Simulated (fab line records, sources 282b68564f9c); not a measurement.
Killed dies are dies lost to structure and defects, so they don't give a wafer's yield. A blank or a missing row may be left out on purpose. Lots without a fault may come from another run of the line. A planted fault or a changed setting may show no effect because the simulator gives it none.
Which tool did it? | flow rit_cmos | 14 lots, 42 wafers sampled, at 4 steps of a route of 202

WHAT THE GAUGES READ, wafer by wafer
RIT_PRETRO_TW_MEAS_10.
lot  | measured    | on            | PRETRO_TW
L862 | day 2 08:14 | film_metro-02 | 477.1 478.7 476.6
L863 | day 2 13:18 | film_metro-01 | 471.1 472.1 472.2
L864 | day 2 18:20 | film_metro-02 | 477.9 479.6 476.6
L865 | day 2 23:09 | film_metro-02 | 475.2 478.8 477.8
L872 | day 4 08:52 | film_metro-01 | 29.9 30.0 29.9
L873 | day 4 14:09 | film_metro-01 | 29.8 29.8 29.8
L874 | day 4 19:21 | film_metro-04 | 475.8 477.3 479.1
L875 | day 5 00:10 | film_metro-04 | 478.1 476.9 478.7
L876 | day 5 05:16 | film_metro-04 | 478.1 477.3 480.9
L877 | day 5 12:32 | film_metro-01 | 475.1 476.6 474.0
L879 | day 5 21:00 | film_metro-04 | 481.0 479.3 478.1
L880 | day 6 01:22 | film_metro-01 | 473.6 473.1 473.6
L882 | day 6 13:38 | film_metro-02 | 475.8 474.7 474.8
L883 | day 6 17:27 | film_metro-02 | 475.2 476.2 477.1

RIT_SDANNEAL_RS_MEAS_04: measures by four-point-probe.
lot  | measured    | on            | PSD_RS (ohm/sq)
L862 | day 3 01:52 | film_metro-01 | 115.95 115.59 115.78
L863 | day 3 07:11 | film_metro-01 | 115.60 115.81 115.77
L864 | day 3 11:53 | film_metro-01 | 115.89 116.02 116.63
L865 | day 3 16:35 | film_metro-03 | 115.64 115.87 116.01
L874 | day 5 15:31 | film_metro-01 | 116.10 115.90 116.19
L875 | day 5 22:39 | film_metro-03 | 115.61 115.59 115.82
L876 | day 6 01:29 | film_metro-03 | 116.52 116.36 116.20
L877 | day 6 08:37 | film_metro-03 | 115.85 116.19 115.89
L879 | day 6 14:22 | film_metro-03 | 116.34 116.16 115.95
L880 | day 6 19:05 | film_metro-01 | 116.22 116.16 115.70
L882 | day 7 10:01 | film_metro-03 | 115.73 115.61 115.94
L883 | day 7 15:20 | film_metro-01 | 115.72 115.63 115.49

RIT_CONTACT_CD_MEAS_08: target cd 1000 nm.
lot  | measured    | on        | cd_nm (nm)
L862 | day 3 03:56 | cd_sem-02 | 998.2 1000.2 997.5
L863 | day 3 09:16 | cd_sem-01 | 998.5 998.9 998.4
L864 | day 3 13:58 | cd_sem-01 | 1002.6 1000.7 1000.9
L865 | day 3 18:43 | cd_sem-02 | 996.2 997.2 997.5
L874 | day 5 17:43 | cd_sem-01 | 995.1 997.1 996.0
L875 | day 6 00:46 | cd_sem-01 | 998.1 999.5 998.5
L876 | day 6 03:34 | cd_sem-02 | 999.4 1001.0 999.7
L877 | day 6 10:49 | cd_sem-01 | 994.5 997.3 996.4
L879 | day 6 16:34 | cd_sem-02 | 1000.5 1001.2 998.4
L880 | day 6 21:09 | cd_sem-02 | 1000.5 1000.4 997.6
L882 | day 7 12:13 | cd_sem-02 | 995.8 996.2 996.8
L883 | day 7 17:25 | cd_sem-02 | 997.0 996.1 1001.1

WHICH TOOL RAN EACH LOT (tool, then ch and the chambers of the sampled wafers, then the start)
lot  | RIT_NRETRO_STRIP_09
L862 | plasma_asher-03 ch 0,1, day 2 06:22
L863 | plasma_asher-04 ch 0,1, day 2 11:31
L864 | plasma_asher-01 ch 0,1, day 2 16:28
L865 | plasma_asher-03 ch 0,1, day 2 21:20
L872 | plasma_asher-01 ch 0,1, day 4 07:08
L873 | plasma_asher-04 ch 0,1, day 4 12:18
L874 | plasma_asher-01 ch 0,1, day 4 17:37
L875 | plasma_asher-04 ch 0,1, day 4 22:21
L876 | plasma_asher-01 ch 0,1, day 5 03:22
L877 | plasma_asher-01 ch 0,1, day 5 10:49
L879 | plasma_asher-04 ch 0,1, day 5 19:15
L880 | plasma_asher-04 ch 0,1, day 5 23:32
L882 | plasma_asher-03 ch 0,1, day 6 11:56
L883 | plasma_asher-01 ch 0,1, day 6 15:34
- RIT_NRETRO_STRIP_09: strips in O2, time 180 s.

WHAT THE TOOLS THEMSELVES READ (means of the sampled wafers that have a number; where no wafer has one, the mark that the record gives instead)
RIT_NRETRO_STRIP_09.
lot  | tool            | chamber_pressure_mTorr (mTorr) | drypump_motor_current_A (A)
L862 | plasma_asher-03 | 3998                           | 5.2
L863 | plasma_asher-04 | 4000                           | 6.4
L864 | plasma_asher-01 | 3998                           | 5.2
L865 | plasma_asher-03 | 4004                           | 5.2
L872 | plasma_asher-01 | -                              | -
L873 | plasma_asher-04 | -                              | -
L874 | plasma_asher-01 | 4001                           | 5.2
L875 | plasma_asher-04 | 4001                           | 6.3
L876 | plasma_asher-01 | 4000                           | 5.5
L877 | plasma_asher-01 | 4001                           | 5.4
L879 | plasma_asher-04 | 3999                           | 6.3
L880 | plasma_asher-04 | 3998                           | 6.3
L882 | plasma_asher-03 | 4001                           | 5.6
L883 | plasma_asher-01 | 4004                           | 5.5

THE ANSWER, worked out from the rows above alone
Rule: what is usual is taken from the lots themselves. Put in order of their means at a reading, lots are off if they are a third of the lots or fewer, leave a main group of 4 or more, and stand apart from it by a gap of 3 or more times the standard deviation of the main group's means; of several such gaps the widest counts. A main group whose means are all the same, to the digits that the tables above print for the reading, isn't used. A lot without any number at a reading at which 4 lots or more have one is off too. The other lots that the step has rows for count as sound. The gauges are gone through in route order, then the tools' own readings, and for those a lot's mean is taken as printed above. The first step at which some lot is off is used, and at that step the reading that is off furthest; a lot without a number counts as furthest.
Off: L872, L873, at RIT_PRETRO_TW_MEAS_10 (PRETRO_TW). The main group: mean 476.5, standard deviation 2.2.
A tool fits if, at a process step before that reading, it ran every lot that is off, and no sound lot after the first of them. The gauges at RIT_PRETRO_TW_MEAS_10 aren't tried: what is off there is off at RIT_NRETRO_STRIP_09 too, on other tools, and a gauge's error can't cause that. None of those tried fits.

WHAT THE SIMULATOR HAD PUT IN
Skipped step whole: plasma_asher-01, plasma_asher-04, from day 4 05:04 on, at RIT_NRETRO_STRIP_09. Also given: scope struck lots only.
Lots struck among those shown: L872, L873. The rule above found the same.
